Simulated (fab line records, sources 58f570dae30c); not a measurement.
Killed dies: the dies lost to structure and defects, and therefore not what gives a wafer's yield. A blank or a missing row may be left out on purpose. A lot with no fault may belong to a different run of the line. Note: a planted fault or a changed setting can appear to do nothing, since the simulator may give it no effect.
What tool caused it?    flow berkeley-cmos170    42 wafers from 14 lots sampled at 4 of the route's 331 steps

WHAT THE GAUGES SHOWED, per wafer
UCB170_M3_CD_MEAS_90: target cd 700 nm.
lot   measured      on         cd-nm (nm)
L951  day 8 14:20   cd-sem-02  703.6 702.1 698.9
L953  day 9 04:35   cd-sem-01  700.1 701.1 699.6
L955  day 9 16:28   cd-sem-01  698.4 697.7 697.5
L958  day 10 08:13  cd-sem-02  697.7 697.0 696.3
L957  day 10 09:28  cd-sem-02  700.1 699.3 695.0
L960  day 11 03:44  cd-sem-02  694.9 695.7 697.2
L967  day 12 01:35  cd-sem-01  699.3 696.0 698.1
L965  day 12 08:17  cd-sem-02  700.5 701.2 704.0
L969  day 13 18:26  cd-sem-01  695.3 697.2 697.3
L970  day 13 22:04  cd-sem-01  698.4 699.0 697.4
L971  day 14 10:25  cd-sem-02  697.1 698.4 697.3
L972  day 14 10:05  cd-sem-02  699.8 697.3 699.0
L974  day 14 12:28  cd-sem-02  702.9 700.7 700.1
L973  day 14 13:47  cd-sem-02  693.8 697.1 695.4

WHICH TOOL RAN EACH LOT (tool, then ch and the chambers of the sampled wafers, then the start)
lot   UCB170_M2_STRIP_07                    UCB170_M2_METAL_ETCH_18            UCB170_V2_CMP_02
L951  plasma-asher-01 ch 0,1, day 8 07:12   rie-metal-01 ch 0,1, day 8 08:32   cmp-02 ch 1,2, day 8 09:13
L953  plasma-asher-03 ch 0,1, day 8 21:29   rie-metal-01 ch 0,1, day 8 22:59   cmp-02 ch 0,2,3, day 8 23:47
L955  plasma-asher-01 ch 0,1, day 9 08:44   rie-metal-04 ch 1, day 9 10:38     cmp-01 ch 0,1,2, day 9 11:32
L958  plasma-asher-03 ch 0,1, day 10 01:16  rie-metal-03 ch 0,1, day 10 02:43  cmp-02 ch 0,2,3, day 10 03:29
L957  plasma-asher-04 ch 0,1, day 10 02:46  rie-metal-01 ch 0,1, day 10 04:13  cmp-01 ch 0,3, day 10 04:52
L960  plasma-asher-01 ch 0,1, day 10 20:47  rie-metal-01 ch 0,1, day 10 22:20  cmp-01 ch 0,3, day 10 22:58
L967  plasma-asher-03 ch 0,1, day 11 17:51  rie-metal-04 ch 0, day 11 19:17    cmp-02 ch 0,1,3, day 11 20:06
L965  plasma-asher-03 ch 0,1, day 11 22:21  rie-metal-04 ch 0,1, day 12 00:38  cmp-01 ch 0,1, day 12 03:01
L969  plasma-asher-03 ch 0,1, day 13 08:53  rie-metal-01 ch 0,1, day 13 12:16  cmp-02 ch 0,2, day 13 12:56
L970  plasma-asher-04 ch 0,1, day 13 14:02  rie-metal-04 ch 0,1, day 13 15:57  cmp-02 ch 0,2,3, day 13 16:35
L971  plasma-asher-01 ch 0,1, day 13 22:00  rie-metal-03 ch 1, day 14 00:01    cmp-01 ch 0,1,3, day 14 00:41
L972  plasma-asher-03 ch 0,1, day 13 22:27  rie-metal-01 ch 1, day 14 01:16    cmp-02 ch 0,3, day 14 01:54
L974  plasma-asher-01 ch 0,1, day 14 01:27  rie-metal-03 ch 0,1, day 14 06:18  cmp-02 ch 0,3, day 14 06:56
L973  plasma-asher-04 ch 0,1, day 14 03:01  rie-metal-04 ch 0,1, day 14 06:35  cmp-02 ch 0,1,3, day 14 07:14
- UCB170_M2_STRIP_07: strips in O2.
- UCB170_M2_METAL_ETCH_18: etches Al in Cl2/BCl3, stops on SiO2, target depth 1170 nm, time 195 s.
- UCB170_V2_CMP_02: polishes SiO2.

AS READ BY THE TOOLS THEMSELVES (means over the sampled wafers that have a number; for cases with no such wafer, the mark the record gives instead)
UCB170_M2_STRIP_07.
lot   tool             drypump-motor-current-A (A)  oes-product-au (a.u.)  strip-time-to-endpoint-s (s)
L951  plasma-asher-01  5.6                          0.729                  21.96
L953  plasma-asher-03  5.2                          0.734                  21.96
L955  plasma-asher-01  5.5                          0.737                  22.02
L958  plasma-asher-03  5.2                          0.734                  22.12
L957  plasma-asher-04  6.4                          0.733                  21.98
L960  plasma-asher-01  5.9                          0.737                  22.07
L967  plasma-asher-03  5.2                          0.736                  22.03
L965  plasma-asher-03  5.2                          0.738                  21.94
L969  plasma-asher-03  5.6                          0.732                  22.08
L970  plasma-asher-04  6.4                          0.739                  22.01
L971  plasma-asher-01  5.9                          0.733                  22.00
L972  plasma-asher-03  5.6                          0.735                  21.92
L974  plasma-asher-01  5.5                          0.729                  22.00
L973  plasma-asher-04  6.4                          0.732                  21.89

UCB170_M2_METAL_ETCH_18.
lot   tool          bias-w (W)  drypump-motor-current-A (A)  oes-product-au (a.u.)  throttle-valve-pct (%)
L951  rie-metal-01  119.9       5.7                          0.873                  24.10
L953  rie-metal-01  120.4       6.1                          0.879                  24.06
L955  rie-metal-04  120.1       6.0                          0.868                  24.44
L958  rie-metal-03  120.0       5.0                          0.871                  24.33
L957  rie-metal-01  120.3       5.7                          0.869                  24.09
L960  rie-metal-01  120.3       6.1                          0.868                  24.05
L967  rie-metal-04  120.1       6.0                          0.891                  23.79
L965  rie-metal-04  119.6       6.1                          0.881                  23.99
L969  rie-metal-01  119.9       6.1                          0.879                  24.06
L970  rie-metal-04  120.0       6.0                          0.879                  24.00
L971  rie-metal-03  119.8       5.8                          0.863                  24.24
L972  rie-metal-01  119.9       6.5                          0.876                  24.02
L974  rie-metal-03  119.7       5.1                          0.862                  24.32
L973  rie-metal-04  120.6       6.0                          0.879                  24.22

UCB170_V2_CMP_02.
lot   tool    edge-zone-pressure-frac  motor-current-A (A)
L951  cmp-02  0.994                    15.6
L953  cmp-02  1.001                    16.7
L955  cmp-01  1.000                    16.0
L958  cmp-02  1.000                    17.1
L957  cmp-01  1.003                    17.6
L960  cmp-01  0.999                    18.0
L967  cmp-02  0.999                    16.9
L965  cmp-01  0.997                    16.9
L969  cmp-02  1.004                    16.8
L970  cmp-02  1.000                    15.7
L971  cmp-01  1.005                    16.7
L972  cmp-02  1.004                    17.5
L974  cmp-02  0.999                    18.0
L973  cmp-02  0.996                    16.8

THE ANSWER, worked out from the rows above alone
Rule: the lots themselves supply what counts as usual. Put in order of their means at a reading, lots are off if they are a third of the lots or fewer, leave a main group of 4 or more, and stand apart from it by a gap of 3 or more times the standard deviation of the main group's means; of several such gaps the widest counts. Not used: any main group whose means are identical at the precision the tables above print for the reading. A lot without any number at a reading at which 4 lots or more have one is off too. All remaining lots with rows at the step are treated as sound. The gauges are gone through in route order, then the tools' own readings, and for those a lot's mean is taken as printed above. The first step at which some lot is off is used, and at that step the reading that is off furthest; a lot without a number counts as furthest.
No lot is off at any reading shown: from this, nothing can be told.

WHAT THE SIMULATOR HAD PUT IN
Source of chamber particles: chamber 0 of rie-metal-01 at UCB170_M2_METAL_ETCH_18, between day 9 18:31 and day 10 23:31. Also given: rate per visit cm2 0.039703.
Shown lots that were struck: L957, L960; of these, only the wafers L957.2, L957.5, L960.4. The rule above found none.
